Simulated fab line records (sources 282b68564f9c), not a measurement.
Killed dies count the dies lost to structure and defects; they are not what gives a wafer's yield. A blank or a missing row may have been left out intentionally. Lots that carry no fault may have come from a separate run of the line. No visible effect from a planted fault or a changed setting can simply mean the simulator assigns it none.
One fault seen from 2 desks / flow rit cmos / what lay behind the numbers comes last; until then each desk has only its own

## AT THE TOOL OWNER'S DESK: lpcvd-01
The tool's own readings at RIT_ACTIVE_CVD_03 (deposits Si3N4 from SiH2Cl2/NH3, target thk 150 nm, time 1500 s): means of the sampled wafers that have a number, for each lot that ran on this tool. Marked OUT: a lot whose mean sits more than 4 standard deviations from the usual mean, which makes it out of limits; the brackets give that distance.
Columns: A = pressure mtorr at RIT_ACTIVE_CVD_03, usual 299.9 mTorr
lot=L842; first seen here=day 1 12:43; A=299.4
lot=L845; first seen here=day 2 03:07; A=299.3
lot=L846; first seen here=day 2 08:54; A=299.5
lot=L854; first seen here=day 4 00:07; A=299.1
lot=L856; first seen here=day 4 12:10; A=149.8 (-99 or more) OUT
lot=L857; first seen here=day 4 17:01; A=149.7 (-99 or more) OUT
lot=L859; first seen here=day 5 02:26; A=150.8 (-99 or more) OUT
This desk's verdict: out of limits on L856, L857, L859, starting with L856 at day 4 12:10 (pressure mtorr at RIT_ACTIVE_CVD_03). Within limits: L842, L845, L846, L854.

## METROLOGY DESK
Lot by lot, what the gauges showed, no matter which tool ran the lot: averages of those sampled wafers that carry a number. Marked OUT: a lot whose mean sits more than 4 standard deviations from the usual mean, which makes it out of limits; the brackets give that distance.
Columns: A = ACTIVE_NITRIDE_THK at RIT_ACTIVE_THK_MEAS_04, usual 149.6 nm
lot=L842; first seen here=day 1 14:08; A=149.8
lot=L843; first seen here=day 1 20:15; A=148.3
lot=L844; first seen here=day 1 23:52; A=148.4
lot=L845; first seen here=day 2 04:32; A=149.3
lot=L846; first seen here=day 2 10:19; A=150.1
lot=L848; first seen here=day 2 22:17; A=148.6
lot=L849; first seen here=day 3 01:36; A=150.6
lot=L854; first seen here=day 4 01:32; A=148.6
lot=L856; first seen here=day 4 13:35; A=121.5 (-26) OUT
lot=L857; first seen here=day 4 18:25; A=120.9 (-26) OUT
lot=L858; first seen here=day 4 22:40; A=151.4
lot=L859; first seen here=day 5 03:52; A=121.9 (-25) OUT
lot=L862; first seen here=day 5 19:44; A=152.4
lot=L863; first seen here=day 6 03:02; A=149.3
lot=L864; first seen here=day 6 13:44; A=148.1
Per this desk, out of limits: L856, L857, L859; the first was L856, day 4 13:35 (ACTIVE_NITRIDE_THK at RIT_ACTIVE_THK_MEAS_04). Within limits: L842, L843, L844, L845, L846, L848, L849, L854, L858, L862, L863, L864.

## TAKEN TOGETHER
The tool owner's desk had the chance to raise an alarm at day 4 12:10 on L856, L857, L859.
The metrology desk could have raised an alarm at day 4 13:35, on L856, L857, L859.
Every lot named ran RIT_ACTIVE_CVD_03 on lpcvd-01.

## WHAT HAD BEEN PUT IN BY THE SIMULATOR
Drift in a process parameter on lpcvd-01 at RIT_ACTIVE_CVD_03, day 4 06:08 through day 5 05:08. From 300, the setting pressure mtorr moved by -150. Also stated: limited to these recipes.
Shown lots that were struck: L856, L857, L859.
Fault start to first reading out of limits, in hours, per desk: tool owner, 6; metrology, 7.
